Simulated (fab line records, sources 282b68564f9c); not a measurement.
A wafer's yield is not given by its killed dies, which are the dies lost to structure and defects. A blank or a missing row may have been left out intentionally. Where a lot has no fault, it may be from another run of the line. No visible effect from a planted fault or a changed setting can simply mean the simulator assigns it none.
Code-filled problem report in 8D (eight disciplines) form || flow rit cmos || the parts of the form that need people (team, actions taken, sign-off) are left out

## 1. THE PROBLEM
PRETRO_TW at RIT_PRETRO_TW_MEAS_10 reads a mean of 452 on 6 wafers of 2 lots; wafers without a fault read 482 with a standard deviation of 4.1. Measured from the usual mean, that is -7.4 standard deviations.
The first sign was on wafer L166.1 at day 3 19:40, on film metro-01. At this step, 36 wafers from 12 lots have a number in the record. Rule for "out" (also "out of limits"): further than 4 standard deviations from the usual mean. The other wafers with a number count as sound.

## 2. WHAT IT IS, AND WHAT IT ISN'T
{"question": "which readings at this step", "is": "PRETRO_TW", "is not": "-"}
{"question": "which lots", "is": "L166, L170", "is not": "L159, L160, L161, L172, L173, L175, L179, L180, L181, L182"}
{"question": "which wafers of those lots", "is": "all that have a number", "is not": "-"}
{"question": "read on which gauges", "is": "film metro-01, film metro-02", "is not": "film metro-03"}
{"question": "when", "is": "from day 3 19:40", "is not": "up to then (9 sound wafers); but 21 sound wafers of L172, L173, L175, L179, L180, L181, L182 came after"}

## 3. SUSPECTS, AND WHAT RULES EACH OUT
Counting: a tool at a process step up to the reading stays a suspect if it ran every lot that is out and no sound lot after the first of them.
- the gauge at RIT_PRETRO_TW_MEAS_10 has been ruled out. 2 gauges (film metro-01, film metro-02) read the wafers that are out.
- implanter-04 at RIT_PRETRO_IMPLANT_08: kept. It ran every lot that is out, first L166 (day 3 19:20), and no sound lot after that; its last sound lot up to then is L161 (day 2 18:46). On those wafers its own readings are out: dose ions cm2, faraday current uA.
Remaining after the count: implanter-04 at RIT_PRETRO_IMPLANT_08.

## 4. THE CAUSE (what the simulator had put in)
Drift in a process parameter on implanter-04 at RIT_PRETRO_IMPLANT_08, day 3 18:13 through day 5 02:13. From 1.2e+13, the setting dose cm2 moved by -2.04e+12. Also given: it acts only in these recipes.
The count eliminated every tool but this one.

## 5. SEQUENCE OF EFFECTS, ordered by route
Each row: a reading where the mean over the struck wafers with a number is more than 3 standard deviations away from the usual. Readings are gone through only where the record gives a usual standard deviation; hours: the median, over the lots, of the time from a lot's start at the first step in this table giving one to that lot's start at this step; sigmas: the change measured in usual standard deviations.
{"hours": 0, "step": "RIT_PRETRO_IMPLANT_08", "reading": "dose ions cm2", "usual": 1.2001e+13, "on struck wafers": 9.9667e+12, "change": -2.0343e+12, "sigmas": "-99 or more"}
{"hours": 0, "step": "RIT_PRETRO_IMPLANT_08", "reading": "faraday current uA", "usual": 38.1, "on struck wafers": 31.6, "change": -6.5, "sigmas": -8.7}
{"hours": 0, "step": "RIT_PRETRO_TW_MEAS_10", "reading": "PRETRO_TW", "usual": 482, "on struck wafers": 452, "change": -30, "sigmas": -7.4}
Its process steps:
- RIT_PRETRO_IMPLANT_08

## 6. WHAT WOULD HAVE CAUGHT IT SOONER
In this record the first reading out of limits at a measuring or inspecting step was taken at day 3 19:40, 1 hour after the fault began at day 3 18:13.
At RIT_PRETRO_IMPLANT_08, the tool's own readings (dose ions cm2, faraday current uA) were out on each struck wafer the step has a row for, so an alarm limit on them would have fired on the first such wafer.
Of the lots that are out (2), L170 began RIT_PRETRO_IMPLANT_08 on implanter-04 after day 3 19:40. Holding the tool at that time would have saved it.
